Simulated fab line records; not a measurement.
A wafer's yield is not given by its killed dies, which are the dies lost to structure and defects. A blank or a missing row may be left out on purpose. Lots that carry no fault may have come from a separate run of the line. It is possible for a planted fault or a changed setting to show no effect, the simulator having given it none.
A lot that was struck, set against a sound lot	flow berkeley-cmos170	23 steps out of a route of 331
Sound: these wafers, L451.4, L451.5, L451.6. Struck: wafers L454.2, L454.4, L454.6. At the end, the cause is stated.
Order at every step that has rows: each side's tool, ch and its chambers, its first start. Under that, the readings that differ: sound wafers	struck wafers	difference of the means	sigmas: that difference in standard deviations of wafers without a fault.
alike: a reading whose means differ by less than 2 such deviations, as well as words and numbers matching on both sides. not compared: withheld readings; readings where some wafer has no value; bounds like >300 that might hide an equal value; numbers whose values overlap and for which the record gives no deviation.
A row with sigmas, a row that says differs or no value, or rows on one side alone: a step with any of these is where the two part. Numbers that don't overlap but have no deviation are shown without sigmas and don't part them. Lack of a reading on every wafer of one side parts them only where that side has two or more wafers.

UCB170_SILICIDE_RTA_04: time 15 s.
  sound on rtp-anneal-02 ch 0, day 9 11:15; struck on rtp-anneal-02 ch 0, day 10 11:16
  alike: anneal-temp-c-max, lamp-power-pct, wafer_temp_C_max
then, 3 steps without rows for these wafers: UCB170_SILICIDE_WET_ETCH_05 (etches Ti in SPM, time 45 s); UCB170_CONTACT_CLEAN_00 (cleans in SPM, time 600 s); UCB170_CONTACT_CVD_01 (deposits PSG from SiH4/O2/PH3, target thk 700 nm, time 2820 s).
UCB170_CONTACT_THK_MEAS_02:
  sound: film-metro-01 at day 9 13:41; struck: film-metro-03 at day 10 14:44
  alike: CONTACT_PSG_THK
then, 3 steps without rows for these wafers: UCB170_CONTACT_HMDS_03 (prime time 60 s); UCB170_CONTACT_COAT_04 (resist thk 900 nm); UCB170_CONTACT_SOFTBAKE_05 (time 60 s).
UCB170_CONTACT_STRIP_06: strips in O2.
  sound on plasma-asher-01 ch 0,1, day 9 14:13; struck on plasma-asher-04 ch 0,1, day 10 15:23
  alike: drypump-motor-current-A, oes-product-au, strip-time-to-endpoint-s
  not compared: rf-hours-counter-h
then, 1 step without rows for these wafers: UCB170_CONTACT_CLEAN_07 (cleans in SPM, time 600 s).
UCB170_CONTACT_RTA_08: time 10 s.
  sound on rtp-anneal-01 ch 0, day 9 14:29; struck on rtp-anneal-01 ch 0, day 10 15:40
  alike: anneal-temp-c-max, lamp-power-pct, wafer_temp_C_max
following that, these wafers have no rows for 1 step: UCB170_CONTACT_COAT_09.
UCB170_CONTACT_COAT_10: resist thk 900 nm.
  sound on litho-track-03 ch 0, day 9 14:00; struck on litho-track-04 ch 0, day 10 15:00
reading	sound	struck	difference	sigmas
dispense-pressure-kPa (kPa)	52.8 52.9 52.9	48.2 48.2 48.2	-4.7	-2
spin-speed-rpm (rpm)	1500.2 1500.3 1501.1	1401.8 1401.1 1402.1	-98.9	-99 or more
model.KrF_of_CONTACT_COAT_10.thk-nm (nm)	903.8 899.3 897.4	929.4 932.7 931.2	+30.9	
then, 4 steps without rows for these wafers: UCB170_CONTACT_SOFTBAKE_11 (time 60 s); UCB170_CONTACT_EXPOSE_12 (exposes mask CONT, target cd 700 nm); UCB170_CONTACT_PEB_13; UCB170_CONTACT_DEVELOP_14 (develop time 45 s).
UCB170_CONTACT_CD_MEAS_15: target cd 700 nm.
  sound: cd-sem-02 at day 9 15:32; struck: cd-sem-01 at day 10 16:37
  alike: cd-nm
UCB170_CONTACT_OVL_MEAS_16:
  sound: overlay-02 at day 9 15:37; struck: overlay-02 at day 10 16:44
  alike: CONTACT_OVL
UCB170_CONTACT_ETCH_17: etches BARC in N2/H2.
  sound on rie-diel-02 ch 2,3, day 9 15:38; struck on rie-diel-04 ch 1,2, day 10 16:46
reading	sound	struck	difference	sigmas
oes-product-au (a.u.)	0.970 0.978 0.978	1.040 0.998 1.035	+0.049	+2
  alike: drypump-motor-current-A, h2-flow-sccm, throttle-valve-pct
UCB170_CONTACT_ETCH_18: etches PSG in CHF3/CF4/Ar, stops on TiSi2, target depth 840 nm, time 195 s.
  sound: rie-diel-02 ch 2,3; struck: rie-diel-04 ch 1,2
reading	sound	struck	difference	sigmas
model.KrF_of_CONTACT_COAT_10.thk-nm (nm)	701.2 696.9 691.2	715.1 726.9 716.5	+23.1	
  alike: drypump-motor-current-A, oes-product-au, throttle-valve-pct
  not compared: rf-hours-counter-h
UCB170_CONTACT_STRIP_19: strips in O2.
  sound on plasma-asher-04 ch 0,1, day 9 15:50; struck on plasma-asher-01 ch 0,1, day 10 16:55
  alike: drypump-motor-current-A, oes-product-au
  not compared: rf-hours-counter-h
following that, these wafers have no rows for 1 step: UCB170_M3_PROBE_99.

WHERE THEY PART
Earliest at UCB170_CONTACT_COAT_10; latest, in this record, at UCB170_CONTACT_ETCH_17. Later steps at which nothing parts them and some readings are alike: UCB170_CONTACT_ETCH_18, UCB170_CONTACT_STRIP_19.

WHY: what had been put in by the simulator
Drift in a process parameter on litho-track-04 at UCB170_CONTACT_COAT_10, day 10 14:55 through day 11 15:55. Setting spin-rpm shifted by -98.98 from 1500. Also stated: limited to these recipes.
